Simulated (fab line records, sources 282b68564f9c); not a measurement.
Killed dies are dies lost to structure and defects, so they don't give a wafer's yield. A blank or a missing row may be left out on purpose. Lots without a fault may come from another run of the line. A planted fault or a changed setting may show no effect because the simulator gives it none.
Split-lot experiment | flow rit_cmos | 5 lots, 23 wafers read, on a route of 202 steps

THE SPLIT
At RIT_M1_SPUTTER_00 (material Al, target thk 400 nm, time 500 s), the setting chamber_pressure_pa was moved away from the recipe's 0.4 Pa on 20 of the 23 wafers read, by -13.0% to +9.0%. The other wafers ran this setting at the recipe's value.

The reading is taken at the split's own step.

THE READING
Al_of_M1_SPUTTER_00.thk_nm (the simulator's own value, which no gauge read), in nm, at RIT_M1_SPUTTER_00 (material Al, target thk 400 nm, time 500 s). The file gives no usual value for it. The 3 wafers here that ran the recipe average 398.0 nm, standard deviation 2.5 nm.

wafer  | tool, chamber at the split | chamber_pressure_pa as run, Pa | against the recipe | Al_of_M1_SPUTTER_00.thk_nm, nm | against lot-mates on the recipe
L075.1 | pvd_sputter-02, -          | 0.3479                         | -13.0%             | 418.1                          | no lot-mate on the recipe
L075.2 | pvd_sputter-02, -          | 0.3479                         | -13.0%             | 418.2                          | no lot-mate on the recipe
L075.3 | pvd_sputter-02, -          | 0.3479                         | -13.0%             | 418.2                          | no lot-mate on the recipe
L075.5 | pvd_sputter-02, -          | 0.3479                         | -13.0%             | 415.1                          | no lot-mate on the recipe
L075.6 | pvd_sputter-02, -          | 0.3479                         | -13.0%             | 418.9                          | no lot-mate on the recipe
L078.1 | pvd_sputter-04, -          | 0.3592                         | -10.2%             | 407.2                          | no lot-mate on the recipe
L078.2 | pvd_sputter-04, -          | 0.3592                         | -10.2%             | 403.4                          | no lot-mate on the recipe
L078.4 | pvd_sputter-04, -          | 0.3592                         | -10.2%             | 405.5                          | no lot-mate on the recipe
L078.5 | pvd_sputter-04, -          | 0.3592                         | -10.2%             | 407.3                          | no lot-mate on the recipe
L078.6 | pvd_sputter-04, -          | 0.3592                         | -10.2%             | 404.4                          | no lot-mate on the recipe
L081.2 | pvd_sputter-01, -          | 0.4361                         | +9.0%              | 395.6                          | no lot-mate on the recipe
L081.3 | pvd_sputter-01, -          | 0.4361                         | +9.0%              | 398.8                          | no lot-mate on the recipe
L081.4 | pvd_sputter-01, -          | 0.4361                         | +9.0%              | 394.6                          | no lot-mate on the recipe
L081.5 | pvd_sputter-01, -          | 0.4361                         | +9.0%              | 395.7                          | no lot-mate on the recipe
L081.6 | pvd_sputter-01, -          | 0.4361                         | +9.0%              | 393.5                          | no lot-mate on the recipe
L084.2 | pvd_sputter-04, -          | 0.4                            | recipe             | 401.6                          | -
L084.3 | pvd_sputter-04, -          | 0.4                            | recipe             | 396.4                          | -
L084.5 | pvd_sputter-04, -          | 0.4                            | recipe             | 396.1                          | -
L085.1 | pvd_sputter-01, -          | 0.3728                         | -6.8%              | 412.2                          | no lot-mate on the recipe
L085.2 | pvd_sputter-01, -          | 0.3728                         | -6.8%              | 410.9                          | no lot-mate on the recipe
L085.3 | pvd_sputter-01, -          | 0.3728                         | -6.8%              | 407.5                          | no lot-mate on the recipe
L085.5 | pvd_sputter-01, -          | 0.3728                         | -6.8%              | 412.1                          | no lot-mate on the recipe
L085.6 | pvd_sputter-01, -          | 0.3728                         | -6.8%              | 408.5                          | no lot-mate on the recipe

THE FIT
A straight line over all 23 wafers: Al_of_M1_SPUTTER_00.thk_nm changes by -0.879 nm for each +1% of chamber_pressure_pa; r = -0.87; the points scatter about the line by 4.3 nm.
Too few moved wafers have a lot-mate on the recipe to fit a line with each lot's own level taken away.

THE FILE'S OWN FIT
Al_of_M1_SPUTTER_00.thk_nm changes by -0.879 nm for each +1% of chamber_pressure_pa, r = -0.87.
